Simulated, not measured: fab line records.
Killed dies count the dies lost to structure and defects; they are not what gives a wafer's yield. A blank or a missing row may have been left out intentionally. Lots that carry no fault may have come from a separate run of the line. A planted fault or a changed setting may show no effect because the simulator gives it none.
fab line records	flow rit-cmos
record: lots: 5	wafers: 15	last-day: 7
route steps=202 shown SILICIDE@167 CONTACT@168 M1@202
lots untouched by any fault: they come from a run of this same line in which no faults occurred
start-h: the number of hours between the record's first day and the start of the first shown wafer of the lot	wait-h: how many hours have passed since the lot's step before this one	" the same as in the row above	L1.1+2: several wafers, shown together as one row	- no value, or no start was given	* or withheld: withheld	< > ~ a bound
route shown NAME@n: a module of which the file shows steps, and the number in the route of the first	usual: average and standard deviation across the fault-free wafers	same: alike in all rows	chamber/n: place in a boat	sites: the reading at each site	_std_site: the values' standard deviation	_edge_site: inner sites' mean taken away from outer sites' mean	radius-mm: how far each site lies from the wafer's centre	mask NAME#n: copy n	behind: tool/chamber where the wafer was last shaped	hold: what put the lot on hold/how long, in hours/how the hold closed	device: names the non-switching transistor (n, p or np)	end of line: tests of these same wafers at the route's end	a step given without rows: its recipe and nothing more	killed: dies that structure and defects cost at the first sort, which is not the same as the wafer's yield	map: the dies of a wafer, with x for killed, . for not killed, _ for no die there
set.NAME: the setting the step ran with; set.NAME@STEP: the setting that earlier step ran with	model.NAME: the simulator's own value behind a step, which no gauge read
lots at selected steps of the route; one table per step, one row per wafer
services: a tool's chamber out of use, with start hour (start-h, from the record's first day; less than 0 if before it), hours out, and reason
== steps ==
step: RIT_SILICIDE_RTA_06
recipe: temp-c: 750	time-s: 10	idle-temp-c: 25	ramp-up-s: 5	ramp-down-s: 10	cool-to-c: 25	ambient: N2
usual: anneal-temp-c-max: 752.2/0.5	wafer_temp_C_max: 752.9/1.1
lot.wafer	tool	chamber	start-h	wait-h	anneal-temp-c-max	wafer_temp_C_max
L932.2	rtp-anneal-02	0	74.64	0.0	751.8	752.5
L932.3	"	0	"	"	752.2	751.4
L932.4	"	0	"	"	751.7	752.4
L933.2	rtp-anneal-01	0	77.08	0.0	752.0	753.3
L933.4	"	0	"	"	751.9	754.1
L933.5	"	0	"	"	751.7	753.4
L944.1	rtp-anneal-02	0	136.92	0.0	752.7	751.6
L944.3	"	0	"	"	752.2	752.3
L944.4	"	0	"	"	751.8	751.8
L946.1	rtp-anneal-02	0	145.28	0.0	752.7	752.9
L946.3	"	0	"	"	752.1	752.6
L946.4	"	0	"	"	752.2	752.2
L948.1	rtp-anneal-02	0	152.13	0.0	752.4	751.4
L948.2	"	0	"	"	752.3	751.6
L948.5	"	0	"	"	752.8	751.9
step: RIT_CONTACT_CVD_00
recipe: material: SiO2	target-thk-nm: 400	precursor: TEOS	temp-c: 390	time-s: 61	rf-w: 400
usual: heater-power-w: 315/51
lot.wafer	tool	chamber	start-h	wait-h	heater-power-w
L932.2	pecvd-02	2	74.70	0.0	307
L932.3	"	1	"	"	269
L932.4	"	0	"	"	237
L933.2	pecvd-01	2	77.14	0.0	355
L933.4	"	0	"	"	297
L933.5	"	1	"	"	281
L944.1	pecvd-02	1	136.99	0.1	326
L944.3	"	0	"	"	229
L944.4	"	0	"	"	239
L946.1	pecvd-04	2	145.35	0.1	403
L946.3	"	1	"	"	350
L946.4	"	1	"	"	357
L948.1	pecvd-04	2	152.20	0.1	421
L948.2	"	0	"	"	260
L948.5	"	1	"	"	296
step: RIT_CONTACT_THK_MEAS_01
recipe: reads: SiO2_of_CONTACT_CVD_00
usual: CONTACT_TEOS_THK: 399/4.7
lot.wafer	tool	chamber	start-h	wait-h	CONTACT_TEOS_THK[nm]
L932.2	film-metro-03	-	74.76	0.0	391
L932.3	"	-	"	"	390
L932.4	"	-	"	"	399
L933.2	film-metro-02	-	77.20	0.0	396
L933.4	"	-	"	"	396
L933.5	"	-	"	"	401
L944.1	film-metro-02	-	137.04	0.0	394
L944.3	"	-	"	"	395
L944.4	"	-	"	"	403
L946.1	film-metro-01	-	145.40	0.0	405
L946.3	"	-	"	"	402
L946.4	"	-	"	"	408
L948.1	film-metro-03	-	152.25	0.0	393
L948.2	"	-	"	"	397
L948.5	"	-	"	"	403
step: RIT_CONTACT_HMDS_02
recipe: prime-time-s: 60	prime-temp-c: 140
step: RIT_CONTACT_COAT_03
recipe: resist: NOVOLAK	spin-rpm: 3250	resist-thk-nm: 1000
step: RIT_CONTACT_SOFTBAKE_04
recipe: resist: NOVOLAK	temp-c: 90	time-s: 58.15
step: RIT_CONTACT_EXPOSE_05
recipe: mask-id: M11	na: 0.6	source-shape: conventional	sigma-outer: 0.5	target-cd-nm: 1000	dose-mj: 250
step: RIT_CONTACT_PEB_06
recipe: resist: NOVOLAK	temp-c: withheld	time-s: withheld
step: RIT_CONTACT_DEVELOP_07
recipe: resist: NOVOLAK	develop-time-s: 120	dev-temp-c: 23
step: RIT_CONTACT_CD_MEAS_08
recipe: target-cd-nm: 1000
usual: cd-nm: 1001.1/2.4
lot.wafer	tool	chamber	start-h	wait-h	cd-nm
L932.2	cd-sem-01	-	75.97	-	1003.8
L932.3	"	-	"	"	1001.8
L932.4	"	-	"	"	1003.1
L933.2	cd-sem-01	-	78.36	-	1002.9
L933.4	"	-	"	"	1003.1
L933.5	"	-	"	"	1003.1
L944.1	cd-sem-02	-	138.07	-	998.3
L944.3	"	-	"	"	1000.0
L944.4	"	-	"	"	998.8
L946.1	cd-sem-01	-	146.58	-	1000.7
L946.3	"	-	"	"	998.6
L946.4	"	-	"	"	1000.3
L948.1	cd-sem-02	-	153.40	-	1000.9
L948.2	"	-	"	"	998.6
L948.5	"	-	"	"	1000.9
step: RIT_CONTACT_OVL_MEAS_09
usual: CONTACT_OVL: -0.6/1.5
lot.wafer	tool	chamber	start-h	wait-h	CONTACT_OVL[nm]
L932.2	overlay-02	-	76.08	0.1	-1.2
L932.3	"	-	"	"	-2.8
L932.4	"	-	"	"	-1.4
L933.2	overlay-02	-	78.47	0.1	1.4
L933.4	"	-	"	"	-0.2
L933.5	"	-	"	"	0.4
L944.1	overlay-02	-	138.19	0.1	0.5
L944.3	"	-	"	"	1.1
L944.4	"	-	"	"	1.7
L946.1	overlay-01	-	146.70	0.1	-2.3
L946.3	"	-	"	"	-2.6
L946.4	"	-	"	"	-0.6
L948.1	overlay-02	-	153.52	0.1	-0.1
L948.2	"	-	"	"	1.1
L948.5	"	-	"	"	-0.8
step: RIT_CONTACT_HARDBAKE_10
recipe: resist: NOVOLAK	temp-c: 140	time-s: 60
step: RIT_CONTACT_ETCH_11
recipe: target-depth-a: 4800	over-etch-frac: 0.2	stop-on: TiSi2	chemistry: CHF3/CF4/Ar	target: SiO2	CHF3_flow_sccm: 50	cf4-flow-sccm: 10	Ar_flow_sccm: 100	O2_flow_sccm: 5	pressure-mtorr: 100	rf-w: 200	time-s: 320
usual: CHF3_flow_sccm: 50.03/0.14	drypump-motor-current-A: 5.45/0.27	oes-product-au: 0.996/0.011	throttle-valve-pct: 8.86/0.13
lot.wafer	tool	chamber	start-h	wait-h	CHF3_flow_sccm	drypump-motor-current-A	oes-product-au	rf-hours-counter-h	throttle-valve-pct	model.NOVOLAK_of_CONTACT_COAT_03.thk-nm
L932.2	rie-diel-02	2	76.26	0.1	50.19	4.96	0.993	9	8.92	773
L932.3	"	3	"	"	49.90	5.33	0.986	141	8.71	769.9
L932.4	"	0	"	"	50.14	5.59	1.007	133	8.68	770.2
L933.2	rie-diel-03	0	78.65	0.1	49.86	5.71	0.996	168	8.77	766.8
L933.4	"	3	"	"	49.97	4.97	1.010	-	8.84	765.1
L933.5	"	0	"	"	49.95	5.71	0.984	-	8.80	770.9
L944.1	rie-diel-03	3	138.37	0.1	49.90	5.00	1.012	115	8.85	770.1
L944.3	"	1	"	"	50.03	5.70	1.009	1	8.93	767.9
L944.4	"	1	"	"	50.00	5.69	1.008	-	8.97	767.9
L946.1	rie-diel-02	0	146.88	0.1	50.01	5.59	1.006	134	8.69	771.3
L946.3	"	2	"	"	49.97	4.96	0.986	10	8.93	724.3
L946.4	"	1	"	"	49.89	5.57	0.992	3	8.77	771.3
L948.1	rie-diel-03	1	153.71	0.1	50.07	5.67	1.010	2	8.96	766.7
L948.2	"	2	"	"	50.07	5.54	0.996	29	9.15	772
L948.5	"	0	"	"	50.29	5.72	0.969	-	8.76	768.5
step: RIT_CONTACT_STRIP_12
recipe: chemistry: O2	time-s: 180	resist: NOVOLAK	platen-temp-c: withheld	power-w: 500	pressure-mtorr: 4000	o2-flow-sccm: 4000
usual: drypump-motor-current-A: 5.7/0.33
lot.wafer	tool	chamber	start-h	wait-h	drypump-motor-current-A	rf-hours-counter-h
L932.2	plasma-asher-03	1	76.45	0.1	6.0	43
L932.3	"	1	"	"	6.0	-
L932.4	"	0	"	"	5.5	-
L933.2	plasma-asher-02	0	78.84	0.1	5.3	42
L933.4	"	1	"	"	6.2	-
L933.5	"	0	"	"	5.3	-
L944.1	plasma-asher-02	1	138.57	0.1	6.1	2
L944.3	"	0	"	"	5.3	-
L944.4	"	1	"	"	6.1	-
L946.1	plasma-asher-02	0	147.08	0.1	5.3	3
L946.3	"	0	"	"	5.3	-
L946.4	"	1	"	"	6.1	-
L948.1	plasma-asher-02	0	153.90	0.1	5.3	4
L948.2	"	1	"	"	6.1	4
L948.5	"	0	"	"	5.3	-
step: RIT_M1_PROBE_99
usual: killed-at-front-end: 7/3.3	killed-dies: 7/3.3	killed-open: 3.5/2	killed-short: 3.8/2.2
same: gross-dies: 264	killed_at_M0_to_M3: 0	killed_at_M4_up: 0	killed-at-back-side: 0	killed-at-contacts: 0	killed-at-other: 0
lot.wafer	tool	chamber	start-h	wait-h	killed-at-front-end	killed-dies	killed-open	killed-short	model.etest.nmos_0p15.junction-log10-a-um	model.etest.nmos-narrow.off-log10-a-um	model.etest.nmos_0p3.off-log10-a-um	model.etest.gate-end-array.leak-log10-a-um	model.etest.pmos_0p15.junction-log10-a-um	model.etest.contact-diode-array.leak-log10-a	model.etest.select-edge-diode-n.leak-log10-a	model.etest.antenna-contact.gate-log10-a-cm2
L932.2	prober-02	-	81.32	0.1	4	4	2	2	-13.73	-13.23	-13.14	-12.93	-13.75	-9.647	-9.762	-6.478
L932.3	prober-02	-	81.37	0.2	6	6	6	0	-13.49	-13.18	-13.1	-13.08	-13.66	-9.392	-9.859	-6
L932.4	prober-02	-	81.42	0.2	10	10	6	4	-13.65	-13.15	-13.11	-12.86	-13.77	-9.406	-9.819	-6.401
L933.2	prober-01	-	83.56	0.1	6	6	4	2	-13.69	-13.27	-13.17	-12.9	-13.82	-9.687	-9.537	-6.219
L933.4	prober-01	-	83.66	0.2	6	6	3	3	-13.76	-13.33	-13.03	-12.75	-13.82	-9.434	-9.96	-6.103
L933.5	prober-01	-	83.71	0.2	8	8	2	6	-13.73	-13.38	-13.09	-12.89	-13.9	-9.655	-10.04	-6.141
L944.1	prober-02	-	143.54	0.1	7	7	3	4	-13.8	-13.42	-13.29	-13.03	-13.85	-9.556	-9.768	-6.387
L944.3	prober-02	-	143.64	0.2	13	13	3	10	-13.55	-13.24	-13.18	-13.12	-13.74	-9.51	-9.932	-6.236
L944.4	prober-02	-	143.69	0.2	7	7	2	5	-13.6	-13.44	-13.05	-12.83	-13.8	-9.337	-9.959	-6.309
L946.1	prober-02	-	151.96	0.1	10	10	4	6	-13.59	-13.27	-13	-12.81	-13.9	-9.538	-9.923	-5.806
L946.3	prober-02	-	152.06	0.2	8	8	2	6	-11.26	-11.25	-11.25	-11.04	-12.25	-7.976	-9.056	-5.163
L946.4	prober-02	-	152.11	0.2	7	7	6	1	-13.77	-13.29	-13.05	-12.88	-13.76	-9.703	-9.839	-5.851
L948.1	prober-02	-	158.58	0.1	4	4	0	4	-13.53	-13.29	-13.2	-13.06	-13.86	-9.067	-9.975	-6.561
L948.2	prober-02	-	158.63	0.1	6	6	1	5	-13.54	-13.21	-13.15	-12.88	-13.76	-9.172	-9.853	-6.484
L948.5	prober-02	-	158.78	0.2	9	9	3	6	-13.61	-13.33	-13.14	-12.94	-13.73	-9.614	-9.858	-6.598
killed by level:class
L932.2 SPACER:geometric-particle:open=2 GATE:geometric-particle:short=1 SPACER:geometric-particle:short=1
L932.3 GATE:geometric-particle:open=2 REOX:geometric-particle:open=2 FOX2:geometric-particle:open=1 SILICIDE:geometric-particle:open=1
L932.4 SILICIDE:geometric-particle:short=2 SILICIDE:geometric-particle:open=2 FOX1:geometric-particle:short=1 FOX2:geometric-particle:open=1 GATE:geometric-particle:open=1 GATE:geometric-particle:short=1 REOX:geometric-particle:open=1 SPACER:geometric-particle:open=1
L933.2 REOX:geometric-particle:open=2 FOX2:geometric-particle:short=1 GATE:geometric-particle:open=1 SPACER:geometric-particle:short=1 SILICIDE:geometric-particle:open=1
L933.4 SPACER:geometric-particle:open=2 FOX2:geometric-particle:short=1 GATE:geometric-particle:short=1 REOX:geometric-particle:open=1 SPACER:geometric-particle:short=1
L933.5 SILICIDE:geometric-particle:short=4 GATE:geometric-particle:short=1 REOX:geometric-particle:open=1 SPACER:geometric-particle:short=1 SILICIDE:geometric-particle:open=1
L944.1 GATE:geometric-particle:short=3 FOX1:geometric-particle:open=1 FOX2:geometric-particle:open=1 SPACER:geometric-particle:short=1 SPACER:geometric-particle:open=1
L944.3 GATE:geometric-particle:short=4 SILICIDE:geometric-particle:short=2 FOX1:geometric-particle:short=1 FOX2:geometric-particle:open=1 FOX2:geometric-particle:short=1 REOX:geometric-particle:short=1 REOX:geometric-particle:open=1 SPACER:geometric-particle:short=1
L944.4 GATE:geometric-particle:short=4 GATE:geometric-particle:open=2 REOX:geometric-particle:short=1
L946.1 FOX1:geometric-particle:short=2 SPACER:geometric-particle:short=2 FOX1:geometric-particle:open=1 FOX2:geometric-particle:open=1 GATE:geometric-particle:short=1 REOX:geometric-particle:short=1 REOX:geometric-particle:open=1 SPACER:geometric-particle:open=1
L946.3 GATE:geometric-particle:short=2 REOX:geometric-particle:short=2 FOX1:geometric-particle:open=1 FOX2:geometric-particle:short=1 GATE:geometric-particle:open=1 SILICIDE:geometric-particle:short=1
L946.4 FOX1:geometric-particle:open=2 GATE:geometric-particle:open=2 FOX2:geometric-particle:open=1 GATE:geometric-particle:short=1 SPACER:geometric-particle:open=1
L948.1 SPACER:geometric-particle:short=2 GATE:geometric-particle:short=1 REOX:geometric-particle:short=1
L948.2 REOX:geometric-particle:short=3 FOX2:geometric-particle:short=1 GATE:geometric-particle:open=1 SILICIDE:geometric-particle:short=1
L948.5 FOX2:geometric-particle:short=2 SPACER:geometric-particle:short=2 FOX2:geometric-particle:open=1 GATE:geometric-particle:open=1 REOX:geometric-particle:short=1 SPACER:geometric-particle:open=1 SILICIDE:geometric-particle:short=1
== services ==
tool	chamber	start-h	hours	kind
rie-diel-03	1	59.21	9.7	repair
rtp-anneal-01	-	62.40	5.4	pm
rie-diel-03	1	69.05	-	clean
rie-diel-03	1	69.05	29.8	scheduled-down
rie-diel-03	1	69.05	29.8	vent-cycle
pecvd-04	-	75.81	0.4	repair
pecvd-04	2	77.05	6.7	repair
plasma-asher-03	-	78.11	4.9	repair
plasma-asher-02	-	108.75	9.0	pm
plasma-asher-02	0	108.75	9.0	vent-cycle
plasma-asher-02	1	108.75	9.0	vent-cycle
rie-diel-03	0	108.92	5.8	repair
rie-diel-02	2	110.75	1.8	repair
rie-diel-03	0	114.69	-	clean
rie-diel-03	0	114.69	28.4	scheduled-down
rie-diel-03	0	114.69	28.4	vent-cycle
plasma-asher-02	0	117.75	-	clean
plasma-asher-02	1	117.75	-	clean
rie-diel-03	-	142.15	0.6	repair
pecvd-01	-	151.35	2.8	pm
== key ==
first-sign none at tools or gauges
model-effect: step: RIT_CONTACT_ETCH_11	value: NOVOLAK_of_CONTACT_COAT_03.thk-nm	without: 770.6	struck: 724.3
model-effect: step: RIT_M1_PROBE_99	value: etest.nmos_0p15.junction-log10-a-um	without: -13.66	struck: -11.26
met-at RIT_CONTACT_ETCH_11
struck-wafers L946.3
tester-left-out L946
onset-between 76.26 146.88
fault: kind: process-parameter-drift	tool: rie-diel-02	chamber: 2	onset-h: 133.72	steps: RIT_CONTACT_ETCH_11	channel: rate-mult	offset: 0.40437	shape: step	end-h: 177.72
tester-left-out: of these lots the tester's yield and bins aren't shown, on N5 and GAA mostly nor the transistor test; their killed dies are dies lost to structure and defects alone, not to doping, threshold or leakage, so they don't give the yield
